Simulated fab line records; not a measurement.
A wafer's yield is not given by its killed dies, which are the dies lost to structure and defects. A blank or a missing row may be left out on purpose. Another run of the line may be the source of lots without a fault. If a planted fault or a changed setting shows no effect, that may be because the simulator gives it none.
Problem report in the 8D (eight disciplines) form, filled by code + flow berkeley cmos170 + the parts of the form that need people (team, actions taken, sign-off) are left out

1. THE ISSUE
Mean of chamber o2 ppm at UCB170_SILICIDE_RTA_04: 302.007 across 9 wafers in 3 lots; on wafers with no fault it is 2.003 (standard deviation 0.021). That is +99 or more standard deviations from the usual mean.
The step: time 15 s.
Earliest sighting: wafer L798.2 on rtp anneal-01 at day 10 11:23. Wafers with a number at this step in the record: 45, from 15 lots. Rule for "out" (also "out of limits"): further than 4 standard deviations from the usual mean. Any other wafer with a number is counted as sound.

2. WHAT IT IS AND WHAT IT IS NOT
| question                    | is                     | is not                                                                                             |
|-----------------------------|------------------------|----------------------------------------------------------------------------------------------------|
| which readings at this step | chamber o2 ppm         | lamp power pct, wafer_temp_C_max                                                                   |
| which lots                  | L797, L798, L799       | L791, L792, L793, L794, L795, L796, L800, L807, L809, L812, L813, L814                             |
| which wafers of those lots  | all that have a number | -                                                                                                  |
| read on which tools         | rtp anneal-01          | rtp anneal-02                                                                                      |
| when                        | from day 10 11:23      | up to then (18 sound wafers); but 18 sound wafers of L800, L807, L809, L812, L813, L814 came after |

3. SUSPECTS, AND WHAT RULES EACH OUT
Counting: a tool at a process step up to the reading stays a suspect if it ran every lot that is out and no sound lot after the first of them.
- rtp anneal-02 at UCB170_SDANNEAL_RTA_01 (time 5 s): ruled out as a lasting fault. After its first lot that is out, L798 (day 10 10:22), sound lots L809, L812, L814, L813 ran on it.
- rtp anneal-01 at UCB170_SILICIDE_RTA_04 (time 15 s): ruled out as a lasting fault. After its first lot that is out, L798 (day 10 11:23), sound lots L814, L813 ran on it.
Left after counting: nothing in the record.

4. THE CAUSE (what the simulator had put in)
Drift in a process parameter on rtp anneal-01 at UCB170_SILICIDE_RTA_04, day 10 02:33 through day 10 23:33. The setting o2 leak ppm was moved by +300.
Counting ruled it out, wrongly.

5. SEQUENCE OF EFFECTS, ordered by route
One row per reading whose mean, taken over the struck wafers that have a number, lies over 3 standard deviations from the usual. Only readings for which the record gives a usual standard deviation are gone through. hours: the time from each lot's start at the first step in this table that gives one to its start at this step, as a median over the lots. sigmas: the change in usual standard deviations.
| hours | step                   | reading        | usual | on struck wafers | change   | sigmas      |
|-------|------------------------|----------------|-------|------------------|----------|-------------|
| 0     | UCB170_SILICIDE_RTA_04 | chamber o2 ppm | 2.003 | 302.007          | +300.004 | +99 or more |
Here are the process steps it includes:
- UCB170_SILICIDE_RTA_04: time 15 s.

6. HOW IT WOULD HAVE BEEN CAUGHT EARLIER
In this record no reading fell out of limits until day 10 11:23, 9 hours after the fault had begun at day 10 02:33.
